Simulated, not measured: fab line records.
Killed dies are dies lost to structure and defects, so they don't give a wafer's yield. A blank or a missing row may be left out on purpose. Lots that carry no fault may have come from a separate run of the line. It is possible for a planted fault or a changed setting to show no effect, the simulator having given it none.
Split-lot experiment ; flow berkeley-cmos170 ; on a route of 331 steps: 5 lots, 23 wafers read

ON THE SPLIT
At UCB170_ACTIVE_COAT_08 (resist thk 900 nm), the setting resist-thk-nm was moved away from the recipe's 900 nm on 8 of the 23 wafers read, by -3.3% to +4.4%. This setting was run at the recipe's value on the other wafers.

The reading comes from the split's own step.

THE READING
KrF_of_ACTIVE_COAT_08.thk-nm (the simulator's own value, which no gauge read), in nm, at UCB170_ACTIVE_COAT_08 (resist thk 900 nm). There is no usual value for it anywhere in the file. Average 899.3 nm, standard deviation 2 nm, over the 15 wafers here run with the recipe.

wafer;tool, chamber at the split;resist-thk-nm as run, nm;against the recipe;KrF_of_ACTIVE_COAT_08.thk-nm, nm;against lot-mates on the recipe
L075.1;litho-track-01, 0;870.4;-3.3%;867.2;-33.3
L075.2;litho-track-01, 0;870.4;-3.3%;871.4;-29.1
L075.3;litho-track-01, 0;900;recipe;901;-
L075.4;litho-track-01, 0;900;recipe;900.1;-
L075.6;litho-track-01, 0;870.4;-3.3%;869.7;-30.8
L078.3;litho-track-03, 0;900;recipe;898.6;-
L078.4;litho-track-03, 0;900;recipe;899.9;-
L078.6;litho-track-03, 0;900;recipe;901.5;-
L080.1;litho-track-02, 0;900;recipe;898.5;-
L080.2;litho-track-02, 0;900;recipe;900.6;-
L080.3;litho-track-02, 0;900;recipe;898.6;-
L080.5;litho-track-02, 0;900;recipe;899.5;-
L080.6;litho-track-02, 0;900;recipe;899.1;-
L081.1;litho-track-03, 0;900;recipe;895.2;-
L081.2;litho-track-03, 0;884.4;-1.7%;880.5;-15.5
L081.3;litho-track-03, 0;884.4;-1.7%;881.6;-14.4
L081.4;litho-track-03, 0;900;recipe;897;-
L081.6;litho-track-03, 0;900;recipe;895.9;-
L083.1;litho-track-03, 0;900;recipe;901.8;-
L083.2;litho-track-03, 0;900;recipe;901.6;-
L083.4;litho-track-03, 0;939.5;+4.4%;940.2;+38.5
L083.5;litho-track-03, 0;939.5;+4.4%;944.4;+42.7
L083.6;litho-track-03, 0;939.5;+4.4%;943.1;+41.4

FIT RESULTS
A straight line over all 23 wafers: KrF_of_ACTIVE_COAT_08.thk-nm changes by +9.64 nm for each +1% of resist-thk-nm; r = +0.99; the points scatter about the line by 2.1 nm.
The same after taking each lot's own level away (the mean of its wafers on the recipe; 23 wafers): +9.32 nm for each +1%; r = +1.00; scatter 1.2 nm.
The reading moves by 41 nm for the largest change in resist-thk-nm, on that fit.
The span of the lots' own levels, 896.03 to 901.70 nm, comes to 2.9 times the standard deviation stated above.
The two slopes are in agreement: the lot-to-lot level therefore moves the slope only a little.
Check: with one of the wafers moved furthest among these (+4.4%) left out of the fit, the line predicts +41.7 nm for it against its lot-mates. Against them it came out at +38.5 nm.

FURTHER SPLITS ON THESE WAFERS
These wafers also went through other splits before the reading. Each is held against what the fit with the lots' levels taken away leaves over:
other split on the same wafers;wafers away from the commonest value;r with KrF_of_ACTIVE_COAT_08.thk-nm (lot level and that fit taken away)
UCB170_PWELL_OXIDATION_02 temp-c;15;-0.12
UCB170_PWELL_COAT_08 spin-rpm;11;-0.05

THE FILE'S OWN FIT
KrF_of_ACTIVE_COAT_08.thk-nm changes by +9.3 nm for each +1% of resist-thk-nm, r = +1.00.
